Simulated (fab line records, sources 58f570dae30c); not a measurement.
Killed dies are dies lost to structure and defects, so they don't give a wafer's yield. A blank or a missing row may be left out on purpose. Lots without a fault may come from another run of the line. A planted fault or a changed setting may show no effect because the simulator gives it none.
Which tool did it? | flow berkeley_cmos170 | 14 lots, 42 wafers sampled, at 5 steps of a route of 331

WHAT THE GAUGES READ, wafer by wafer
UCB170_NVT_TW_MEAS_09.
lot  | measured     | on            | NVT_TW
L494 | day 7 00:25  | film_metro-03 | 516 514 516
L500 | day 8 00:03  | film_metro-04 | 533 533 533
L502 | day 8 07:17  | film_metro-03 | 515 512 514
L501 | day 8 07:10  | film_metro-04 | 533 531 532
L503 | day 8 06:25  | film_metro-01 | 520 520 523
L505 | day 8 20:26  | film_metro-04 | 532 529 531
L504 | day 8 20:11  | film_metro-03 | 515 515 513
L506 | day 9 12:41  | film_metro-04 | 529 531 531
L507 | day 9 12:11  | film_metro-04 | 531 529 529
L512 | day 9 18:00  | film_metro-01 | 519 519 518
L510 | day 9 17:56  | film_metro-01 | 518 520 518
L516 | day 10 22:10 | film_metro-03 | 480 478 481
L517 | day 10 22:40 | film_metro-04 | 530 530 526
L515 | day 10 22:54 | film_metro-01 | 484 484 486

UCB170_PVT_TW_MEAS_09.
lot  | measured     | on            | PVT_TW
L494 | day 7 02:11  | film_metro-02 | 514 512 511
L500 | day 8 02:37  | film_metro-02 | 508 509 510
L502 | day 8 10:25  | film_metro-02 | 508 508 508
L501 | day 8 10:10  | film_metro-02 | 513 513 510
L503 | day 8 09:47  | film_metro-04 | 516 515 517
L505 | day 8 23:23  | film_metro-02 | 511 511 512
L504 | day 8 23:19  | film_metro-04 | 514 513 513
L506 | day 9 16:50  | film_metro-04 | 514 513 513
L507 | day 9 16:08  | film_metro-04 | 515 517 515
L512 | day 9 21:17  | film_metro-02 | 510 511 513
L510 | day 9 21:01  | film_metro-01 | 500 503 502
L516 | day 11 01:20 | film_metro-04 | 515 513 516
L517 | day 11 01:37 | film_metro-04 | 514 516 514
L515 | day 11 01:53 | film_metro-01 | 505 506 506

UCB170_FIELD_THK_MEAS_91.
lot  | measured     | on            | FIELD_OXIDE_LEFT_2_THK (nm)
L494 | day 7 03:04  | film_metro-02 | 362 368 357
L500 | day 8 02:44  | film_metro-04 | 344 336 338
L502 | day 8 10:33  | film_metro-04 | 368 369 364
L501 | day 8 10:18  | film_metro-01 | 350 353 362
L503 | day 8 09:55  | film_metro-01 | 364 359 349
L505 | day 8 23:31  | film_metro-04 | 351 352 345
L504 | day 8 23:26  | film_metro-01 | 359 354 344
L506 | day 9 16:58  | film_metro-02 | 357 352 351
L507 | day 9 16:16  | film_metro-02 | 350 346 358
L512 | day 9 21:33  | film_metro-04 | 356 354 351
L510 | day 9 21:11  | film_metro-04 | 355 341 341
L516 | day 11 01:27 | film_metro-01 | 369 359 355
L517 | day 11 01:44 | film_metro-02 | 344 338 352
L515 | day 11 02:00 | film_metro-02 | 371 366 356

WHICH TOOL RAN EACH LOT (tool, then ch and the chambers of the sampled wafers, then the start)
lot  | UCB170_PFIELD_STRIP_08              | UCB170_NVT_IMPLANT_07
L494 | plasma_asher-01 ch 0,1, day 5 11:36 | implanter-02 ch 0, day 7 00:10
L500 | plasma_asher-01 ch 0,1, day 6 10:49 | implanter-02 ch 0, day 7 23:49
L502 | plasma_asher-04 ch 0,1, day 6 20:56 | implanter-02 ch 0, day 8 07:02
L501 | plasma_asher-04 ch 0,1, day 6 21:33 | implanter-03 ch 0, day 8 06:58
L503 | plasma_asher-01 ch 0,1, day 6 21:46 | implanter-01 ch 0, day 8 06:10
L505 | plasma_asher-04 ch 0,1, day 7 06:00 | implanter-02 ch 0, day 8 20:13
L504 | plasma_asher-01 ch 0,1, day 7 06:07 | implanter-03 ch 0, day 8 19:56
L506 | plasma_asher-03 ch 0,1, day 8 02:07 | implanter-01 ch 0, day 9 12:26
L507 | plasma_asher-04 ch 0,1, day 8 02:16 | implanter-03 ch 0, day 9 11:57
L512 | plasma_asher-03 ch 0, day 8 08:01   | implanter-01 ch 0, day 9 17:43
L510 | plasma_asher-01 ch 0,1, day 8 08:06 | implanter-03 ch 0, day 9 17:43
L516 | plasma_asher-04 ch 0, day 9 14:29   | implanter-02 ch 0, day 10 21:55
L517 | plasma_asher-03 ch 0,1, day 9 15:13 | implanter-03 ch 0, day 10 22:26
L515 | plasma_asher-01 ch 0,1, day 9 15:45 | implanter-02 ch 0, day 10 22:39
- UCB170_PFIELD_STRIP_08: strips in O2.
- UCB170_NVT_IMPLANT_07

WHAT THE TOOLS THEMSELVES READ (means of the sampled wafers that have a number; where no wafer has one, the mark that the record gives instead)
UCB170_PFIELD_STRIP_08.
lot  | tool            | drypump_motor_current_A (A) | oes_product_au (a.u.) | strip_time_to_endpoint_s (s)
L494 | plasma_asher-01 | 6.2                         | 0.733                 | 21.64
L500 | plasma_asher-01 | 6.2                         | 0.740                 | 21.52
L502 | plasma_asher-04 | 5.4                         | 0.733                 | 21.70
L501 | plasma_asher-04 | 5.3                         | 0.733                 | 21.62
L503 | plasma_asher-01 | 6.2                         | 0.732                 | 21.70
L505 | plasma_asher-04 | 5.4                         | 0.738                 | 21.64
L504 | plasma_asher-01 | 6.2                         | 0.738                 | 21.57
L506 | plasma_asher-03 | 6.3                         | 0.736                 | 21.58
L507 | plasma_asher-04 | 5.4                         | 0.732                 | 21.64
L512 | plasma_asher-03 | 6.7                         | 0.738                 | 21.64
L510 | plasma_asher-01 | 6.2                         | 0.732                 | 21.65
L516 | plasma_asher-04 | 5.1                         | 0.737                 | 21.62
L517 | plasma_asher-03 | 5.8                         | 0.733                 | 21.56
L515 | plasma_asher-01 | 6.2                         | 0.732                 | 21.63

UCB170_NVT_IMPLANT_07.
lot  | tool         | dose_ions_cm2 | faraday_current_uA
L494 | implanter-02 | 3e+12         | 9.37
L500 | implanter-02 | 3e+12         | 9.50
L502 | implanter-02 | 3e+12         | 9.58
L501 | implanter-03 | 3e+12         | 9.56
L503 | implanter-01 | 3e+12         | 9.51
L505 | implanter-02 | 3e+12         | 9.46
L504 | implanter-03 | 3e+12         | 9.43
L506 | implanter-01 | 3e+12         | 9.47
L507 | implanter-03 | 3e+12         | 9.68
L512 | implanter-01 | 3e+12         | 9.39
L510 | implanter-03 | 3e+12         | 9.62
L516 | implanter-02 | 2e+12         | 7.49
L517 | implanter-03 | 3e+12         | 9.56
L515 | implanter-02 | 2e+12         | 7.46

THE ANSWER, worked out from the rows above alone
Rule: what is usual is taken from the lots themselves. Put in order of their means at a reading, lots are off if they are a third of the lots or fewer, leave a main group of 4 or more, and stand apart from it by a gap of 3 or more times the standard deviation of the main group's means; of several such gaps the widest counts. A main group whose means are all the same, to the digits that the tables above print for the reading, isn't used. A lot without any number at a reading at which 4 lots or more have one is off too. The other lots that the step has rows for count as sound. The gauges are gone through in route order, then the tools' own readings, and for those a lot's mean is taken as printed above. The first step at which some lot is off is used, and at that step the reading that is off furthest; a lot without a number counts as furthest.
Off: L516, L515, at UCB170_NVT_TW_MEAS_09 (NVT_TW). The main group: mean 524, standard deviation 7.2.
A tool fits if, at a process step before that reading, it ran every lot that is off, and no sound lot after the first of them. The gauges at UCB170_NVT_TW_MEAS_09 aren't tried: what is off there is off at UCB170_NVT_IMPLANT_07 too, on other tools, and a gauge's error can't cause that. One fits: implanter-02 at UCB170_NVT_IMPLANT_07. Its last sound lot is L505 (day 8 20:13), its first lot that is off L516 (day 10 21:55): a fault that began between those two fits.
The tool's own readings at UCB170_NVT_IMPLANT_07 bear it out: on the lots that are off they differ by more than 5 times the standard deviation of the sound lots' means. dose_ions_cm2 reads 2e+12 there against 3e+12 on the sound lots; faraday_current_uA reads 7.47 there against 9.51 on the sound lots.

WHAT THE SIMULATOR HAD PUT IN
Process parameter drift: implanter-02, from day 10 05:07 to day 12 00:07, at UCB170_NVT_IMPLANT_07. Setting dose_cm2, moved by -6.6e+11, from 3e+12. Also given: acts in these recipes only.
Lots struck among those shown: L516, L515. The rule above found the same.
